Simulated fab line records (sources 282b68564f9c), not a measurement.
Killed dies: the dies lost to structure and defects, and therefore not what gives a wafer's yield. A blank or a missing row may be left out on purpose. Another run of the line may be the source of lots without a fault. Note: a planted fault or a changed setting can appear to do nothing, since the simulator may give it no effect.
8D (eight disciplines) problem report, filled in by code    flow rit-cmos    the parts of the form that need people (team, actions taken, sign-off) are left out

## 1. PROBLEM STATEMENT
Wafers without a fault read 2599.3 nm, standard deviation 2; cd-nm at RIT_M1_CD_MEAS_09 reads a mean of 2539.5 nm on 9 wafers belonging to 3 lots. That is -30 standard deviations from the usual mean.
The step: target cd 2600 nm.
First observed at day 3 23:07: wafer L309.4, on cd-sem-01. The record has a number at this step for 42 wafers belonging to 14 lots. The rule behind "out" and "out of limits": a value lying over 4 standard deviations away from the usual mean. The rest of the wafers with a number are treated as sound.

## 2. WHAT THIS IS AND IS NOT
question                     is                      is not
which readings at this step  cd-nm                   -
which lots                   L309, L311, L314        L306, L307, L308, L310, L312, L320, L325, L326, L327, L328, L329
which wafers of those lots   all that have a number  -
read on which gauges         cd-sem-01               cd-sem-02
when                         from day 3 23:07        up to then (9 sound wafers); but 24 sound wafers of L310, L312, L320, L325, L326, L327, L328, L329 came after

## 3. WHAT RULES OUT EACH SUSPECT
Counting: any tool at a process step up to the reading is kept as a suspect provided that every lot that is out went through it and no sound lot did after the first of them.
- the gauge at RIT_M1_CD_MEAS_09: kept. All the wafers that are out were read on cd-sem-01, and no step on other tools shows them out.
- litho-track-02 at RIT_M1_COAT_04 (resist thk 1300 nm): ruled out as a lasting fault. Following L309 (day 3 22:16), the first lot on it that is out, the sound lots L328 were run on it.
After counting, what remains is cd-sem-01 at RIT_M1_CD_MEAS_09.

## 4. THE CAUSE (what the simulator had put in)
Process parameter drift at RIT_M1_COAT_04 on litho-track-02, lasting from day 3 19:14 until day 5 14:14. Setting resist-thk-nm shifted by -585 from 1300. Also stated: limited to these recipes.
The count ruled it out by mistake, since the rule takes a fault to strike every lot its tool runs from the start of the fault on, and this one did not do so.

## 5. THE EFFECT CHAIN, in route order
Rows list readings where the struck wafers' mean (over those with a number) sits beyond 3 standard deviations from the usual. Readings are gone through only where the record gives a usual standard deviation; hours: the median, over the lots, of the time from a lot's start at the first step in this table giving one to that lot's start at this step; sigmas: the change measured in usual standard deviations.
hours  step               reading  usual      on struck wafers  change  sigmas
0      RIT_M1_CD_MEAS_09  cd-nm    2599.3 nm  2539.5            -59.8   -30

## 6. HOW IT WOULD HAVE BEEN CAUGHT EARLIER
Counted from the fault's start at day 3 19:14, it took 4 hours until the first out-of-limits reading at a measuring or inspecting step in this record, taken at day 3 23:07.
